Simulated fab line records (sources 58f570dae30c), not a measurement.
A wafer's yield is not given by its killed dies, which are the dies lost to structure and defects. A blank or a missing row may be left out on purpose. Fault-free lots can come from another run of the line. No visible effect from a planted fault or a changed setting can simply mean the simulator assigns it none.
Which tool is to blame?	flow berkeley_cmos170	Sampling: 24 lots, 72 wafers, 5 of 331 route steps

WHAT THE GAUGES READ, wafer by wafer
UCB170_PWELL_TW_MEAS_17. Usual: PWELL_TW 379.4, standard deviation 2.9.
lot	measured	on	PWELL_TW	flag
L074	day 3 05:13	film_metro-03	382.5 384.6 383.3	
L075	day 3 11:40	film_metro-01	382.1 381.3 381.7	
L077	day 3 14:08	film_metro-01	378.6 379.5 380.8	
L076	day 3 14:23	film_metro-04	376.9 377.4 375.0	
L078	day 4 01:11	film_metro-03	382.2 383.6 383.1	
L079	day 4 01:29	film_metro-04	375.5 374.9 377.5	
L080	day 4 00:56	film_metro-04	376.9 377.7 377.1	
L081	day 4 08:31	film_metro-04	376.8 376.5 376.7	
L082	day 4 20:13	film_metro-03	382.3 381.2 382.9	
L083	day 4 20:22	film_metro-04	377.0 375.8 374.9	
L084	day 5 00:41	film_metro-03	383.2 383.0 383.1	
L085	day 5 07:23	film_metro-04	378.9 376.6 374.4	
L086	day 5 07:49	film_metro-01	379.6 381.5 379.9	
L087	day 5 15:27	film_metro-03	381.7 381.3 382.7	
L088	day 6 00:33	film_metro-01	380.5 379.0 380.2	
L089	day 6 02:34	film_metro-04	376.5 380.0 376.9	
L090	day 6 02:50	film_metro-03	382.2 382.7 379.4	
L091	day 6 10:16	film_metro-03	382.3 381.7 381.0	
L092	day 6 11:53	film_metro-01	380.8 381.1 379.9	
L093	day 7 04:36	film_metro-01	379.6 380.1 381.2	
L094	day 7 05:11	film_metro-03	383.3 380.5 383.0	
L095	day 7 10:35	film_metro-01	379.0 378.8 378.0	
L096	day 7 19:47	film_metro-04	371.5 372.8 376.6	
L097	day 7 22:25	film_metro-03	380.9 381.1 380.8	

UCB170_FIELD_THK_MEAS_02. Usual: FIELD_OXIDE_THK 563 nm, standard deviation 8.3.
lot	measured	on	FIELD_OXIDE_THK (nm)	flag
L074	day 4 12:32	film_metro-01	557 558 550	
L075	day 5 00:50	film_metro-01	546 555 556	
L077	day 5 00:50	film_metro-04	569 558 562	
L076	day 5 00:49	film_metro-03	562 565 560	
L078	day 5 11:53	film_metro-04	558 558 562	
L079	day 5 20:42	film_metro-03	575 556 554	
L080	day 5 11:55	film_metro-01	560 559 558	
L081	day 5 20:41	film_metro-01	563 553 550	
L082	day 6 04:52	film_metro-01	546 555 553	
L083	day 6 04:53	film_metro-03	561 569 562	
L084	day 6 15:16	film_metro-03	562 569 558	
L085	day 6 19:38	film_metro-04	569 565 568	
L086	day 6 15:17	film_metro-01	569 563 559	
L087	day 7 06:51	film_metro-04	569 574 567	
L088	day 7 20:11	film_metro-04	579 567 577	
L089	day 7 20:11	film_metro-03	574 567 560	
L090	day 7 20:11	film_metro-01	573 586 583	
L091	day 8 02:02	film_metro-04	571 566 572	
L092	day 8 02:06	film_metro-04	570 551 561	
L093	day 8 17:10	film_metro-04	555 566 568	
L094	day 8 17:11	film_metro-03	550 553 546	
L095	day 9 03:04	film_metro-04	558 565 553	
L096	day 9 03:04	film_metro-03	563 554 562	
L097	day 9 11:17	film_metro-04	561 564 561	

UCB170_GATE_CD_MEAS_90 targets a cd of 350 nm. Usual: 350.1 nm for cd_nm, sd 1.4.
lot	measured	on	cd_nm (nm)	flag
L074	day 6 01:42	cd_sem-02	350.0 351.5 350.7	
L075	day 6 05:24	cd_sem-01	351.2 349.6 351.3	
L077	day 6 05:39	cd_sem-01	351.5 351.2 352.5	
L076	day 6 05:08	cd_sem-01	350.8 351.6 351.4	
L078	day 7 06:13	cd_sem-02	349.1 349.0 349.1	
L079	day 7 11:22	cd_sem-02	350.3 350.5 349.6	
L080	day 7 06:02	cd_sem-01	350.9 350.0 352.8	
L081	day 7 11:08	cd_sem-02	350.7 349.6 349.9	
L082	day 7 21:21	cd_sem-02	348.2 348.9 350.3	
L083	day 7 21:41	cd_sem-01	351.2 350.0 350.6	
L084	day 8 11:01	cd_sem-02	349.3 350.1 347.7	
L085	day 8 11:25	cd_sem-01	349.7 347.1 348.6	
L086	day 8 11:09	cd_sem-02	349.4 348.0 349.6	
L087	day 8 20:30	cd_sem-01	350.2 350.9 349.8	
L088	day 9 08:21	cd_sem-02	349.8 350.4 351.6	
L089	day 9 08:12	cd_sem-01	351.9 351.7 352.4	
L090	day 9 08:23	cd_sem-01	348.4 346.2 348.4	
L091	day 9 15:45	cd_sem-01	348.4 351.4 348.8	
L092	day 9 16:07	cd_sem-01	351.5 352.2 350.9	
L093	day 10 05:17	cd_sem-01	350.3 350.5 349.8	
L094	day 10 05:34	cd_sem-01	349.1 347.6 347.5	
L095	day 10 15:41	cd_sem-02	352.0 350.6 351.4	
L096	day 10 15:35	cd_sem-02	350.0 350.7 351.3	
L097	day 10 23:29	cd_sem-02	349.5 348.3 347.7	

WHAT TOOL EACH LOT RAN ON (gives the tool, then ch and the chambers of the sampled wafers, and finally the start)
lot	UCB170_NWELL_STRIP_15	UCB170_PFIELD_STRIP_08
L074	plasma_asher-02 ch 0,1, day 2 07:17	plasma_asher-03 ch 0,1, day 4 08:03
L075	plasma_asher-04 ch 0,1, day 2 17:43	plasma_asher-04 ch 0,1, day 4 18:19
L077	plasma_asher-02 ch 0,1, day 2 22:50	plasma_asher-03 ch 0,1, day 4 18:53
L076	plasma_asher-01 ch 0,1, day 2 23:04	plasma_asher-02 ch 0,1, day 4 19:02
L078	plasma_asher-01 ch 0,1, day 3 07:08	plasma_asher-04 ch 0,1, day 5 06:10
L079	plasma_asher-04 ch 0,1, day 3 07:17	plasma_asher-03 ch 0,1, day 5 14:10
L080	plasma_asher-02 ch 0,1, day 3 09:37	plasma_asher-02 ch 0,1, day 5 06:28
L081	plasma_asher-04 ch 0,1, day 3 16:39	plasma_asher-02 ch 1, day 5 14:31
L082	plasma_asher-02 ch 0,1, day 3 22:20	plasma_asher-03 ch 0,1, day 6 00:04
L083	plasma_asher-04 ch 0,1, day 4 01:23	plasma_asher-04 ch 0,1, day 6 00:34
L084	plasma_asher-02 ch 0,1, day 4 06:33	plasma_asher-03 ch 0,1, day 6 10:06
L085	plasma_asher-01 ch 0,1, day 4 13:28	plasma_asher-02 ch 0,1, day 6 11:58
L086	plasma_asher-02 ch 0,1, day 4 13:34	plasma_asher-03 ch 0,1, day 6 11:39
L087	plasma_asher-04 ch 0,1, day 4 20:08	plasma_asher-02 ch 0,1, day 7 00:42
L088	plasma_asher-04 ch 0,1, day 5 07:32	plasma_asher-02 ch 0,1, day 7 11:43
L089	plasma_asher-04 ch 0,1, day 5 12:20	plasma_asher-04 ch 0,1, day 7 12:03
L090	plasma_asher-02 ch 0,1, day 5 12:50	plasma_asher-03 ch 0,1, day 7 11:49
L091	plasma_asher-04 ch 0,1, day 5 16:44	plasma_asher-03 ch 0,1, day 7 19:01
L092	plasma_asher-02 ch 1, day 5 21:04	plasma_asher-03 ch 0,1, day 7 19:28
L093	plasma_asher-04 ch 0,1, day 6 03:07	plasma_asher-04 ch 0,1, day 8 12:55
L094	plasma_asher-04 ch 0,1, day 6 10:31	plasma_asher-02 ch 0,1, day 8 12:41
L095	plasma_asher-01 ch 0,1, day 6 14:47	plasma_asher-04 ch 1, day 8 20:02
L096	plasma_asher-01 ch 0,1, day 6 23:18	plasma_asher-04 ch 0,1, day 8 23:40
L097	plasma_asher-02 ch 0,1, day 7 06:26	plasma_asher-03 ch 0,1, day 9 06:16
- UCB170_NWELL_STRIP_15: strips in O2.
- UCB170_PFIELD_STRIP_08: strips in O2.

AS READ BY THE TOOLS THEMSELVES (means over the sampled wafers that have a number; for cases with no such wafer, the mark the record gives instead)
UCB170_NWELL_STRIP_15. Usual: drypump_motor_current_A 5.3 A, standard deviation 0.38; oes_product_au 0.721 a.u., standard deviation 0.0042; strip_time_to_endpoint_s 18.04 s, standard deviation 0.08.
lot	tool	drypump_motor_current_A (A)	oes_product_au (a.u.)	strip_time_to_endpoint_s (s)	flag
L074	plasma_asher-02	5.4	0.722	18.03	
L075	plasma_asher-04	5.2	0.718	18.16	
L077	plasma_asher-02	5.2	0.725	18.10	
L076	plasma_asher-01	5.5	0.719	18.21	
L078	plasma_asher-01	5.5	0.724	18.03	
L079	plasma_asher-04	5.0	0.719	17.96	
L080	plasma_asher-02	5.2	0.722	17.99	
L081	plasma_asher-04	5.0	0.724	17.95	
L082	plasma_asher-02	5.2	0.719	18.12	
L083	plasma_asher-04	5.0	0.721	18.10	
L084	plasma_asher-02	5.4	0.717	18.06	
L085	plasma_asher-01	5.5	0.721	17.97	
L086	plasma_asher-02	5.4	0.723	18.05	
L087	plasma_asher-04	5.2	0.716	17.97	
L088	plasma_asher-04	5.0	0.725	18.00	
L089	plasma_asher-04	5.0	0.719	18.05	
L090	plasma_asher-02	5.2	0.719	18.04	
L091	plasma_asher-04	5.2	0.719	17.91	
L092	plasma_asher-02	5.6	0.724	17.97	
L093	plasma_asher-04	5.0	0.722	18.08	
L094	plasma_asher-04	5.2	0.723	18.05	
L095	plasma_asher-01	5.4	0.717	18.07	
L096	plasma_asher-01	5.7	0.720	17.99	
L097	plasma_asher-02	5.4	0.721	17.97	

UCB170_PFIELD_STRIP_08. Usual: drypump_motor_current_A 5.26 A, standard deviation 0.29; oes_product_au 0.735 a.u., standard deviation 0.0044; strip_time_to_endpoint_s 21.62 s, standard deviation 0.055.
lot	tool	drypump_motor_current_A (A)	oes_product_au (a.u.)	strip_time_to_endpoint_s (s)	flag
L074	plasma_asher-03	5.35	0.736	21.55	
L075	plasma_asher-04	4.96	0.733	21.64	
L077	plasma_asher-03	5.36	0.732	21.61	
L076	plasma_asher-02	5.41	0.735	21.65	
L078	plasma_asher-04	4.96	0.733	21.70	
L079	plasma_asher-03	5.30	0.739	21.68	
L080	plasma_asher-02	5.40	0.732	21.67	
L081	plasma_asher-02	5.59	0.731	21.64	
L082	plasma_asher-03	5.31	0.733	21.54	
L083	plasma_asher-04	5.25	0.735	21.65	
L084	plasma_asher-03	5.35	0.734	21.59	
L085	plasma_asher-02	5.22	0.739	21.72	
L086	plasma_asher-03	5.32	0.732	21.63	
L087	plasma_asher-02	5.23	0.732	21.66	
L088	plasma_asher-02	5.40	0.733	21.61	
L089	plasma_asher-04	4.97	0.737	21.54	
L090	plasma_asher-03	5.30	0.738	21.66	
L091	plasma_asher-03	5.36	0.732	21.56	
L092	plasma_asher-03	5.36	0.737	21.59	
L093	plasma_asher-04	5.24	0.734	21.58	
L094	plasma_asher-02	5.21	0.734	21.62	
L095	plasma_asher-04	5.51	0.736	21.61	
L096	plasma_asher-04	5.25	0.731	21.60	
L097	plasma_asher-03	5.31	0.731	21.59	

THE ANSWER, worked out from the rows above alone
Rule: a lot is off if the mean of its wafers that have a number lies more than 3 standard deviations from the usual mean. A lot without any number at a reading at which 4 lots or more have one is off too. All remaining lots with rows at the step are treated as sound. First the gauges in route order, then the tools' own readings, where a lot's mean is used as printed above. At the first step where some lot is off, the reading lying furthest off is the one used; lots without a number count as furthest.
None of the lots is off at any reading shown; this tells nothing.

WHAT THE SIMULATOR HAD INSERTED
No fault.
